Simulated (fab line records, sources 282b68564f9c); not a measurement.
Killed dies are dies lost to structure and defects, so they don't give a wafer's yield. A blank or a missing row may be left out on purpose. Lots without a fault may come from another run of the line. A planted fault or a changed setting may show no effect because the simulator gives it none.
A struck lot beside a sound one | flow rit_cmos | 17 steps out of a route of 202
Sound: wafers L266.1, L266.5, L266.6. Struck: wafers L264.1, L264.5, L264.6. The cause comes at the end.
At each step with rows: each side's tool, then ch and its chambers, then its first start. Under that, the readings that differ: sound wafers | struck wafers | difference of the means | sigmas: that difference in standard deviations of wafers without a fault.
alike: readings whose means differ by less than 2 such deviations, and words and numbers that are the same on both sides. not compared: withheld readings, readings that some wafer has no value for, bounds like >300 that may hide the same value, and numbers for which the record gives no deviation and whose values overlap.
The two part at a step that has a row with sigmas, a row that says differs or no value, or rows on one side only. Numbers that don't overlap but have no deviation are shown without sigmas and don't part them. A reading that every wafer of one side lacks parts them only if that side has two wafers or more.

first, 1 step without rows for these wafers: RIT_PWELL_DEVELOP_05 (develop time 68 s).
RIT_PWELL_OVL_MEAS_06:
  sound on overlay-01, day 6 02:38; struck on overlay-01, day 5 15:55
  alike: PWELL_OVL
then, 2 steps without rows for these wafers: RIT_PWELL_HARDBAKE_07 (time 120 s); RIT_PWELL_IMPLANT_08.
RIT_PWELL_STRIP_09: strips in O2, time 180 s.
  sound on plasma_asher-03 ch 0,1, day 6 03:05; struck on plasma_asher-03 ch 0,1, day 5 16:26
  alike: drypump_motor_current_A
  not compared: rf_hours_counter_h
RIT_PWELL_TW_MEAS_10:
  sound on film_metro-04, day 6 03:15; struck on film_metro-02, day 5 16:37
  alike: PWELL_TW
then, 1 step without rows for these wafers: RIT_WELLDRIVE_ANNEAL_00 (time 14700 s).
RIT_WELLDRIVE_RS_MEAS_01: measures by four-point-probe.
  sound on film_metro-04, day 6 08:23; struck on film_metro-04, day 5 21:46
  alike: NWELL_RS
RIT_WELLDRIVE_RS_MEAS_02: measures by four-point-probe.
  sound on film_metro-04, day 6 08:31; struck on film_metro-04, day 5 21:53
  alike: PWELL_RS
then, 3 steps without rows for these wafers: RIT_NRETRO_HMDS_00 (prime time 60 s); RIT_NRETRO_COAT_01 (resist thk 1300 nm); RIT_NRETRO_SOFTBAKE_02 (time 60 s).
RIT_NRETRO_EXPOSE_03: exposes mask M4, target cd 43900 nm.
  sound on iline_stepper-02 ch 0, day 6 09:10; struck on iline_stepper-01 ch 0, day 5 22:27
  reading                        | sound             | struck               | difference | sigmas
  model.NRETRO.overlay_x_nm (nm) | 1.219 1.219 1.219 | -179.4 -179.4 -179.4 | -180.6     |
  alike: mask
then, 2 steps without rows for these wafers: RIT_NRETRO_PEB_04; RIT_NRETRO_DEVELOP_05 (develop time 68 s).
RIT_NRETRO_OVL_MEAS_06:
  sound on overlay-02, day 6 09:35; struck on overlay-01, day 5 23:05
  reading         | sound          | struck               | difference | sigmas
  NRETRO_OVL (nm) | -2.0 -2.1 -1.8 | -179.8 -179.4 -180.4 | -177.9     | -99 or more
  not compared: hold
RIT_M1_PROBE_99:
  the record has rows for the sound wafers here (prober-01, day 7 14:34) and none for the struck ones

WHERE THEY PART
First at RIT_NRETRO_OVL_MEAS_06; last, within this record, at RIT_M1_PROBE_99.

WHY: what the simulator had put in
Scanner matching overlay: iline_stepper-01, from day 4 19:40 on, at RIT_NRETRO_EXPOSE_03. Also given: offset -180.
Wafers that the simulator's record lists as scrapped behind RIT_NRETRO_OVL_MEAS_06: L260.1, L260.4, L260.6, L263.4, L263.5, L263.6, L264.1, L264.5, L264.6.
